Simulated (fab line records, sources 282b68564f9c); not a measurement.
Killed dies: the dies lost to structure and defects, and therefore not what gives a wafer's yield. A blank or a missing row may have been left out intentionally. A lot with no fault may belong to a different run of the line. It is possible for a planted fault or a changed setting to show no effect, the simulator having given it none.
A struck lot beside a sound one | flow rit cmos | 14 out of 202 route steps
Sound: wafers L697.1, L697.3, L697.5. The struck wafers were L702.1, L702.4, L702.5. Last of all comes the cause.
Order at every step that has rows: each side's tool, ch and its chambers, its first start. Under that, the readings that differ: sound wafers | struck wafers | difference of the means | sigmas: that difference in standard deviations of wafers without a fault.
alike: words and numbers the same on both sides, and readings whose means are apart by under 2 such deviations; not compared: readings that were withheld, readings missing a value for some wafer, numbers with overlapping values and no deviation given by the record, and bounds like >300 which may hide the same value.
A row with sigmas, a row that says differs or no value, or rows on one side alone: a step with any of these is where the two part. When numbers do not overlap yet have no deviation, they are printed without sigmas and do not part them. Lack of a reading on every wafer of one side parts them only where that side has two or more wafers.

first, 1 step without rows for these wafers: RIT_NRETRO_IMPLANT_08.
RIT_NRETRO_STRIP_09: strips in O2, time 180 s.
  sound on plasma asher-03 ch 0,1, day 3 18:09; struck on plasma asher-03 ch 0, day 4 17:58
  alike: drypump motor current A, run length s
  not compared: rf hours counter h
RIT_NRETRO_TW_MEAS_10:
  sound: film metro-04 at day 3 18:20; struck: film metro-04 at day 4 18:09
  alike: NRETRO_TW
then, 2 steps without rows for these wafers: RIT_PRETRO_HMDS_00 (prime time 60 s); RIT_PRETRO_COAT_01 (resist thk 1300 nm).
RIT_PRETRO_SOFTBAKE_02: time 62.63 s.
  sound on litho track-02 ch 0, day 3 18:41; struck on litho track-04 ch 0, day 4 18:31
  alike: plate sensor t centre C, plate sensor t edge C
then, 3 steps without rows for these wafers: RIT_PRETRO_EXPOSE_03 (exposes mask M5, target cd 43700 nm); RIT_PRETRO_PEB_04; RIT_PRETRO_DEVELOP_05 (develop time 68 s).
RIT_PRETRO_OVL_MEAS_06:
  sound: overlay-02 at day 3 19:37; struck: overlay-01 at day 4 19:09
  alike: PRETRO_OVL
then, 2 steps without rows for these wafers: RIT_PRETRO_HARDBAKE_07 (time 120 s); RIT_PRETRO_IMPLANT_08.
RIT_PRETRO_STRIP_09: strips in O2, time 180 s.
  sound on plasma asher-03 ch 0,1, day 3 20:03; struck on plasma asher-01 ch 0,1, day 4 19:35
  reading                                     | sound             | struck            | difference | sigmas
  run length s (s)                            | 209.1 208.8 207.7 | 27.7 27.1 27.0    | -181.3     | -99 or more
  model.NOVOLAK_of_PRETRO_COAT_01.thk nm (nm) | 0 0 0             | 676.7 679.6 678.5 | +678.3     |
  alike: drypump motor current A
  not compared: rf hours counter h
RIT_PRETRO_TW_MEAS_10:
  sound: film metro-02 at day 3 20:13; struck: film metro-02 at day 4 19:46
  alike: PRETRO_TW

WHERE THEY PART
Only at RIT_PRETRO_STRIP_09, within this record. Later steps at which nothing parts them and some readings are alike: RIT_PRETRO_TW_MEAS_10.

WHY: what the simulator had put in
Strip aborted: plasma asher-01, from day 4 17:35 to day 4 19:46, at RIT_PRETRO_STRIP_09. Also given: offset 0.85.
